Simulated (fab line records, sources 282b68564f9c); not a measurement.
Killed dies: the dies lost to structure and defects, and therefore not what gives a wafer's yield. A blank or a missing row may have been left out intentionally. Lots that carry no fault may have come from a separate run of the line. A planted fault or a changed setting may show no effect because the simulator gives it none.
Lot-split experiment / flow rit cmos / route with 202 steps; 5 lots, 23 wafers read

== ON THE SPLIT ==
At RIT_NSD_COAT_01 (resist thk 1000 nm), the setting resist thk nm was moved away from the recipe's 1000 nm on 7 of the 23 wafers read, by -3.4% to +3.9%. The other wafers ran this setting at the recipe's value.

== FROM THE SPLIT TO THE READING: what the file shows between them, 3 steps ==
- RIT_NSD_SOFTBAKE_02: time 60 s
- RIT_NSD_EXPOSE_03: exposes mask M9, target cd 40700 nm
- RIT_NSD_DEVELOP_05: develop time 50 s

== THE READING ==
NOVOLAK_of_NSD_COAT_01.thk nm (the simulator's own value, which no gauge read), in nm, at RIT_NSD_HARDBAKE_07 (time 60 s). The file does not state a usual value for it. The 16 wafers here that ran the recipe average 881.3 nm, standard deviation 2.9 nm.

wafer=L075.2; tool, chamber at the split=litho track-01, 0; resist thk nm as run, nm=1000; against the recipe=recipe; NOVOLAK_of_NSD_COAT_01.thk nm, nm=881.4; against lot-mates on the recipe=-
wafer=L075.3; tool, chamber at the split=litho track-01, 0; resist thk nm as run, nm=1000; against the recipe=recipe; NOVOLAK_of_NSD_COAT_01.thk nm, nm=881.3; against lot-mates on the recipe=-
wafer=L075.6; tool, chamber at the split=litho track-01, 0; resist thk nm as run, nm=1000; against the recipe=recipe; NOVOLAK_of_NSD_COAT_01.thk nm, nm=882.2; against lot-mates on the recipe=-
wafer=L078.2; tool, chamber at the split=litho track-01, 0; resist thk nm as run, nm=1000; against the recipe=recipe; NOVOLAK_of_NSD_COAT_01.thk nm, nm=880.2; against lot-mates on the recipe=-
wafer=L078.3; tool, chamber at the split=litho track-01, 0; resist thk nm as run, nm=1000; against the recipe=recipe; NOVOLAK_of_NSD_COAT_01.thk nm, nm=879.4; against lot-mates on the recipe=-
wafer=L078.4; tool, chamber at the split=litho track-01, 0; resist thk nm as run, nm=1039; against the recipe=+3.9%; NOVOLAK_of_NSD_COAT_01.thk nm, nm=918.5; against lot-mates on the recipe=+38.5
wafer=L078.5; tool, chamber at the split=litho track-01, 0; resist thk nm as run, nm=1000; against the recipe=recipe; NOVOLAK_of_NSD_COAT_01.thk nm, nm=880.5; against lot-mates on the recipe=-
wafer=L078.6; tool, chamber at the split=litho track-01, 0; resist thk nm as run, nm=1039; against the recipe=+3.9%; NOVOLAK_of_NSD_COAT_01.thk nm, nm=915.9; against lot-mates on the recipe=+35.9
wafer=L079.1; tool, chamber at the split=litho track-02, 0; resist thk nm as run, nm=1000; against the recipe=recipe; NOVOLAK_of_NSD_COAT_01.thk nm, nm=886.9; against lot-mates on the recipe=-
wafer=L079.2; tool, chamber at the split=litho track-02, 0; resist thk nm as run, nm=1000; against the recipe=recipe; NOVOLAK_of_NSD_COAT_01.thk nm, nm=886.4; against lot-mates on the recipe=-
wafer=L079.3; tool, chamber at the split=litho track-02, 0; resist thk nm as run, nm=1029; against the recipe=+2.9%; NOVOLAK_of_NSD_COAT_01.thk nm, nm=909.8; against lot-mates on the recipe=+22.9
wafer=L079.5; tool, chamber at the split=litho track-02, 0; resist thk nm as run, nm=1029; against the recipe=+2.9%; NOVOLAK_of_NSD_COAT_01.thk nm, nm=913; against lot-mates on the recipe=+26.1
wafer=L079.6; tool, chamber at the split=litho track-02, 0; resist thk nm as run, nm=1000; against the recipe=recipe; NOVOLAK_of_NSD_COAT_01.thk nm, nm=887.3; against lot-mates on the recipe=-
wafer=L081.2; tool, chamber at the split=litho track-01, 0; resist thk nm as run, nm=966.1; against the recipe=-3.4%; NOVOLAK_of_NSD_COAT_01.thk nm, nm=852; against lot-mates on the recipe=-27.0
wafer=L081.3; tool, chamber at the split=litho track-01, 0; resist thk nm as run, nm=1000; against the recipe=recipe; NOVOLAK_of_NSD_COAT_01.thk nm, nm=879.7; against lot-mates on the recipe=-
wafer=L081.4; tool, chamber at the split=litho track-01, 0; resist thk nm as run, nm=966.1; against the recipe=-3.4%; NOVOLAK_of_NSD_COAT_01.thk nm, nm=850.9; against lot-mates on the recipe=-28.1
wafer=L081.6; tool, chamber at the split=litho track-01, 0; resist thk nm as run, nm=966.1; against the recipe=-3.4%; NOVOLAK_of_NSD_COAT_01.thk nm, nm=850.9; against lot-mates on the recipe=-28.1
wafer=L081.5; tool, chamber at the split=litho track-01, 0; resist thk nm as run, nm=1000; against the recipe=recipe; NOVOLAK_of_NSD_COAT_01.thk nm, nm=878.3; against lot-mates on the recipe=-
wafer=L082.2; tool, chamber at the split=litho track-01, 0; resist thk nm as run, nm=1000; against the recipe=recipe; NOVOLAK_of_NSD_COAT_01.thk nm, nm=879.6; against lot-mates on the recipe=-
wafer=L082.3; tool, chamber at the split=litho track-01, 0; resist thk nm as run, nm=1000; against the recipe=recipe; NOVOLAK_of_NSD_COAT_01.thk nm, nm=879.9; against lot-mates on the recipe=-
wafer=L082.4; tool, chamber at the split=litho track-01, 0; resist thk nm as run, nm=1000; against the recipe=recipe; NOVOLAK_of_NSD_COAT_01.thk nm, nm=879; against lot-mates on the recipe=-
wafer=L082.5; tool, chamber at the split=litho track-01, 0; resist thk nm as run, nm=1000; against the recipe=recipe; NOVOLAK_of_NSD_COAT_01.thk nm, nm=879.8; against lot-mates on the recipe=-
wafer=L082.6; tool, chamber at the split=litho track-01, 0; resist thk nm as run, nm=1000; against the recipe=recipe; NOVOLAK_of_NSD_COAT_01.thk nm, nm=878.5; against lot-mates on the recipe=-

THE FIT
A straight line over all 23 wafers: NOVOLAK_of_NSD_COAT_01.thk nm changes by +9.28 nm for each +1% of resist thk nm; r = +0.99; the points scatter about the line by 2.8 nm.
The same after taking each lot's own level away (the mean of its wafers on the recipe; 23 wafers): +8.72 nm for each +1%; r = +1.00; scatter 1.4 nm.
According to that fit, moving resist thk nm by its largest amount changes the reading by 34 nm.
Across the lots, their own levels run from 879.00 to 886.87 nm, a range of 2.7 times the standard deviation given above.
The two slopes agree, so the slope changes little with the lot-to-lot level.
Check: for one of the wafers moved furthest among these (+3.9%), held out of the fit, the line's prediction against its lot-mates is +33.4 nm. It came out at +38.5 nm against them.

== OTHER SPLITS ON THESE WAFERS ==
These wafers also went through other splits before the reading. Each is held against what the fit with the lots' levels taken away leaves over:
other split on the same wafers=RIT_ACTIVE_CVD_03 time s; wafers away from the commonest value=15; r with NOVOLAK_of_NSD_COAT_01.thk nm (lot level and that fit taken away)=+0.06
other split on the same wafers=RIT_ACTIVE_DEVELOP_10 develop time s; wafers away from the commonest value=9; r with NOVOLAK_of_NSD_COAT_01.thk nm (lot level and that fit taken away)=+0.22
other split on the same wafers=RIT_FOX1_OXIDATION_00 temp c; wafers away from the commonest value=15; r with NOVOLAK_of_NSD_COAT_01.thk nm (lot level and that fit taken away)=+0.38
other split on the same wafers=RIT_PWELL_IMPLANT_08 energy kev; wafers away from the commonest value=10; r with NOVOLAK_of_NSD_COAT_01.thk nm (lot level and that fit taken away)=-0.03
other split on the same wafers=RIT_NRETRO_COAT_01 spin rpm; wafers away from the commonest value=9; r with NOVOLAK_of_NSD_COAT_01.thk nm (lot level and that fit taken away)=-0.35
other split on the same wafers=RIT_GATE_OXIDATION_05 ox time s; wafers away from the commonest value=15; r with NOVOLAK_of_NSD_COAT_01.thk nm (lot level and that fit taken away)=-0.22
other split on the same wafers=RIT_GATE_CVD_08 time s; wafers away from the commonest value=18; r with NOVOLAK_of_NSD_COAT_01.thk nm (lot level and that fit taken away)=+0.21
other split on the same wafers=RIT_GATE_ETCH_19 over etch frac; wafers away from the commonest value=7; r with NOVOLAK_of_NSD_COAT_01.thk nm (lot level and that fit taken away)=+0.26

== THE WHOLE CHAIN: every reading that the file lists as answering this split, in the file's order ==
step=RIT_NSD_COAT_01; what it does=resist thk 1000 nm; reading=NOVOLAK_of_NSD_COAT_01.thk nm (the simulator's own value, which no gauge read); change (the file's fit)=+10.1 nm for each +1% of the setting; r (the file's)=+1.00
step=RIT_NSD_HARDBAKE_07; what it does=time 60 s; reading=NOVOLAK_of_NSD_COAT_01.thk nm (the simulator's own value, which no gauge read); change (the file's fit)=+8.84 nm for each +1% of the setting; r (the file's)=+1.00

== FILE'S OWN FIT ==
NOVOLAK_of_NSD_COAT_01.thk nm changes by +8.84 nm for each +1% of resist thk nm, r = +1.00.
